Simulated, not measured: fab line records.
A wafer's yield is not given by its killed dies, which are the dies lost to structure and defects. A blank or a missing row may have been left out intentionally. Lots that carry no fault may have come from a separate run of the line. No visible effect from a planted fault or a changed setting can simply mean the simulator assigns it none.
fab line records ; flow ritCmos
record: lots: 14; wafers: 42; lastDay: 7
route steps=202 shown PWELL@47
lots that met no fault: from a run of the same line without faults
startH: start of the lot's first displayed wafer, in hours after the record's first day ; waitH: time in hours since the lot's previous step ; " identical to the entry in the row above ; L1.1+2: several wafers, shown together as one row ; - no value present, or no start provided ; * or withheld: withheld ; < > ~ a bound
route shown NAME@n: a module of which the file shows steps, and the number in the route of the first ; usual: mean and standard deviation over wafers with no fault ; same: alike in all rows ; chamber/n: place in a boat ; sites: per-site readings ; _std_site: how widely they spread, as a standard deviation ; _edge_site: inner sites' mean taken away from outer sites' mean ; radiusMm: for every site, how far away it sits from the centre of the wafer ; mask NAME#n: copy n ; behind: the most recent tool/chamber to have shaped the wafer ; hold: why the lot went on hold/how many hours it stayed there/how the hold came to an end ; device: whichever transistor did not switch (one of n, p or np) ; end of line: the same wafers' tests at the end of the route ; a step without rows: its recipe alone ; killed: dies that structure and defects cost at the first sort, which is not the same as the wafer's yield ; map: the dies of a wafer, with x for killed, . for not killed, _ for no die there
set.NAME: the run value of the setting; set.NAME@STEP: its run value at that earlier step ; model.NAME: the simulator's own value behind a step, which no gauge read
steps of the route over a sample of lots; a table a step, a row a wafer
services: from which hour (startH, from the record's first day; less than 0 if before it) a tool's chamber was out of use, for how many hours, and why
== steps ==
step: RIT_PWELL_IMPLANT_08
recipe: species: B; energyKev: 170; doseCm2: 7e+13; tiltDeg: 7
usual: beamEnergyKeV: 170.01/0.063
lot.wafer;tool;chamber;startH;waitH;beamEnergyKeV
L727.2;implanter-01;0;24.35;0.2;169.92
L727.4;implanter-01;0;24.35;0.2;170.02
L727.6;implanter-01;0;24.35;0.2;170.02
L728.2;implanter-01;0;29.32;0.2;169.93
L728.3;implanter-01;0;29.32;0.2;170.05
L728.5;implanter-01;0;29.32;0.2;170.05
L729.1;implanter-01;0;33.70;0.2;170.02
L729.3;implanter-01;0;33.70;0.2;170.03
L729.4;implanter-01;0;33.70;0.2;170.10
L730.2;implanter-01;0;38.47;0.2;170.09
L730.4;implanter-01;0;38.47;0.2;170.07
L730.5;implanter-01;0;38.47;0.2;170.11
L731.1;implanter-03;0;42.99;0.2;170.02
L731.3;implanter-03;0;42.99;0.2;170.08
L731.6;implanter-03;0;42.99;0.2;170.03
L732.2;implanter-03;0;49.35;0.2;169.94
L732.3;implanter-03;0;49.35;0.2;169.97
L732.5;implanter-03;0;49.35;0.2;169.90
L733.1;implanter-04;0;52.14;0.2;170.09
L733.2;implanter-04;0;52.14;0.2;169.98
L733.4;implanter-04;0;52.14;0.2;170.02
L734.2;implanter-01;0;61.45;0.2;169.96
L734.3;implanter-01;0;61.45;0.2;170.04
L734.6;implanter-01;0;61.45;0.2;170.05
L735.1;implanter-03;0;65.17;0.2;170.05
L735.2;implanter-03;0;65.17;0.2;169.96
L735.3;implanter-03;0;65.17;0.2;169.92
L737.1;implanter-04;0;75.25;0.2;170.05
L737.3;implanter-04;0;75.25;0.2;170.00
L737.5;implanter-04;0;75.25;0.2;170.00
L740.3;implanter-01;0;89.35;0.2;169.93
L740.4;implanter-01;0;89.35;0.2;170.01
L740.5;implanter-01;0;89.35;0.2;169.91
L744.1;implanter-04;0;110.43;0.2;160.51
L744.3;implanter-04;0;110.43;0.2;160.65
L744.4;implanter-04;0;110.43;0.2;160.66
L745.1;implanter-04;0;114.11;0.2;160.75
L745.4;implanter-04;0;114.11;0.2;160.63
L745.5;implanter-04;0;114.11;0.2;160.72
L749.1;implanter-01;0;134.37;0.2;169.96
L749.3;implanter-01;0;134.37;0.2;170.03
L749.6;implanter-01;0;134.37;0.2;170.05
== services ==
tool;chamber;startH;hours;kind
implanter-01;-;29.58;1.9;repair
implanter-04;-;39.91;2.6;repair
implanter-04;-;59.67;3.0;repair
implanter-03;-;127.58;5.4;pm
== key ==
firstSign: step: RIT_PWELL_IMPLANT_08; reading: beamEnergyKeV; direction: down; sigmas: 99+; usual: 170.01; struck: 160.65
effect none on later readings
metAt RIT_PWELL_IMPLANT_08
struckLots L744,L745
testerLeftOut L744,L745
onsetBetween 75.25 110.43
fault: kind: processParameterDrift; tool: implanter-04; chamber: -; onsetH: 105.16; steps: RIT_PWELL_IMPLANT_08; channel: energyKev; offset: -9.3819; shape: step; endH: 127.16; actsIn: theseRecipesOnly; stated: 170
testerLeftOut: of these lots the tester's yield and bins aren't shown, on N5 and GAA mostly nor the transistor test; their killed dies are dies lost to structure and defects alone, not to doping, threshold or leakage, so they don't give the yield
